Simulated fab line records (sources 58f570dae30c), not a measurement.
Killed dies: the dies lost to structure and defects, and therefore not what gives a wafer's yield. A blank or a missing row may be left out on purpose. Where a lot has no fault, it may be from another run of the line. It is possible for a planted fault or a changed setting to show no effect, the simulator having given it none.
Which of the tools did it? -- flow berkeley_cmos170 -- 14 lots, 42 wafers sampled, at 4 steps of a route of 331

== WHAT THE GAUGES READ, wafer by wafer ==
UCB170_V1_THK_MEAS_04. Usual: V1_POLISHED_THK typically reads 999.6 nm, with standard deviation 1.8.
lot,measured,on,V1_POLISHED_THK (nm),flag
L744,day 7 06:08,film_metro-01,1000.3 999.7 999.1,
L743,day 7 09:35,film_metro-03,1000.2 999.6 999.0,
L745,day 7 19:53,film_metro-02,999.4 997.3 1000.5,
L748,day 8 00:37,film_metro-01,1004.7 1000.5 1002.1,
L752,day 9 11:57,film_metro-03,1001.4 1000.1 1000.4,
L751,day 9 12:14,film_metro-01,1005.1 1001.0 999.9,
L749,day 9 12:16,film_metro-02,999.4 998.0 999.7,
L759,day 10 15:43,film_metro-03,1001.0 996.2 1001.9,
L756,day 10 16:01,film_metro-03,1001.8 1000.7 1001.1,
L758,day 10 16:02,film_metro-01,998.1 999.8 998.2,
L755,day 10 19:58,film_metro-01,999.7 999.3 998.8,
L761,day 11 19:02,film_metro-02,998.5 998.7 1003.4,
L763,day 11 19:19,film_metro-02,1001.0 999.5 1001.0,
L764,day 12 08:37,film_metro-01,999.0 999.3 1000.2,

UCB170_M2_CD_MEAS_90: the cd target is 700 nm. Usual: cd_nm 702 nm, standard deviation 5.1.
lot,measured,on,cd_nm (nm),flag
L744,day 7 10:48,cd_sem-02,704 704 706,
L743,day 7 14:10,cd_sem-02,704 707 704,
L745,day 8 00:46,cd_sem-01,700 701 699,
L748,day 8 10:19,cd_sem-01,695 693 694,
L752,day 9 22:46,cd_sem-02,707 699 703,
L751,day 9 23:11,cd_sem-01,700 698 698,
L749,day 9 23:29,cd_sem-01,700 705 697,
L759,day 10 22:04,cd_sem-02,698 696 699,
L756,day 10 22:21,cd_sem-01,692 692 696,
L758,day 10 22:41,cd_sem-02,706 697 697,
L755,day 11 01:34,cd_sem-02,700 704 703,
L761,day 12 00:30,cd_sem-02,708 703 703,
L763,day 12 01:44,cd_sem-01,705 713 711,
L764,day 12 13:52,cd_sem-02,700 700 701,

UCB170_V2_THK_MEAS_01. Usual: V2_TEOS_THK typically reads 2011 nm, with standard deviation 35.
lot,measured,on,V2_TEOS_THK (nm),flag
L744,day 7 11:08,film_metro-04,2000 1970 1992,
L743,day 7 14:29,film_metro-04,2068 2011 2087,
L745,day 8 01:03,film_metro-02,2032 1995 2034,
L748,day 8 10:34,film_metro-02,1986 1968 2017,
L752,day 9 23:02,film_metro-04,2006 2048 2011,
L751,day 9 23:26,film_metro-03,1991 1976 2005,
L749,day 9 23:44,film_metro-03,2755 2729 2686,OFF
L759,day 10 22:19,film_metro-03,2023 2044 2039,
L756,day 10 22:37,film_metro-02,2691 2748 2728,OFF
L758,day 10 22:56,film_metro-04,1982 2018 2129,
L755,day 11 01:50,film_metro-02,1990 1997 1962,
L761,day 12 00:46,film_metro-02,1975 2046 2008,
L763,day 12 02:01,film_metro-02,1976 2006 2002,
L764,day 12 14:07,film_metro-02,2011 2037 2042,

== WHICH TOOL RAN EACH LOT (tool, then ch and the chambers of the sampled wafers, then the start) ==
lot,UCB170_V2_CVD_00
L744,"pecvd-02 ch 0,1, day 7 10:54"
L743,"pecvd-01 ch 1,2, day 7 14:17"
L745,"pecvd-02 ch 1,2, day 8 00:53"
L748,"pecvd-03 ch 1,2, day 8 10:23"
L752,"pecvd-03 ch 0,1,2, day 9 22:51"
L751,"pecvd-02 ch 0,1, day 9 23:17"
L749,"pecvd-03 ch 0,1,2, day 9 23:38"
L759,"pecvd-02 ch 0,1, day 10 22:10"
L756,"pecvd-03 ch 0,2, day 10 22:27"
L758,"pecvd-01 ch 0,2, day 10 22:46"
L755,"pecvd-02 ch 0,1,2, day 11 01:41"
L761,"pecvd-02 ch 0,1,2, day 12 00:35"
L763,"pecvd-02 ch 1,2, day 12 01:52"
L764,"pecvd-01 ch 1,2, day 12 13:58"
- UCB170_V2_CVD_00: deposits SiO2 from TEOS/O2, target thk 2000 nm, time 250 s.

== WHAT THE TOOLS THEMSELVES READ (means of the sampled wafers that have a number; where no wafer has one, the mark that the record gives instead) ==
UCB170_V2_CVD_00. Usual: heater_power_w 254 W, standard deviation 48.
lot,tool,heater_power_w (W),flag
L744,pecvd-02,274,
L743,pecvd-01,266,
L745,pecvd-02,264,
L748,pecvd-03,212,
L752,pecvd-03,284,
L751,pecvd-02,255,
L749,pecvd-03,212,
L759,pecvd-02,260,
L756,pecvd-03,258,
L758,pecvd-01,201,
L755,pecvd-02,286,
L761,pecvd-02,269,
L763,pecvd-02,290,
L764,pecvd-01,221,

== THE ANSWER, worked out from the rows above alone ==
Rule: a lot counts as off when the mean over its wafers that have a number is more than 3 standard deviations away from the usual mean. A lot without any number at a reading at which 4 lots or more have one is off too. The other lots that the step has rows for count as sound. The gauges are gone through in route order, then the tools' own readings, and for those a lot's mean is taken as printed above. At the first step where some lot is off, the reading lying furthest off is the one used; lots without a number count as furthest.
Off: L749, L756, at UCB170_V2_THK_MEAS_01 (V2_TEOS_THK).
If a tool, at a process step before that reading, ran all the lots that are off and no sound lot after the first of them, it fits. The gauges at UCB170_V2_THK_MEAS_01 are tried like those tools. One fits: UCB170_V2_CVD_00 on pecvd-03. A fault onset in the window from L752 (day 9 22:51, its last sound lot) to L749 (day 9 23:38, its first lot off) fits.

== WHAT THE SIMULATOR HAD PUT IN ==
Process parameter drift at UCB170_V2_CVD_00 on pecvd-03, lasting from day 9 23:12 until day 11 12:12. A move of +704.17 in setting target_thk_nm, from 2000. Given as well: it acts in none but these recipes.
Struck lots among those shown: L749, L756. The rule above found the same.
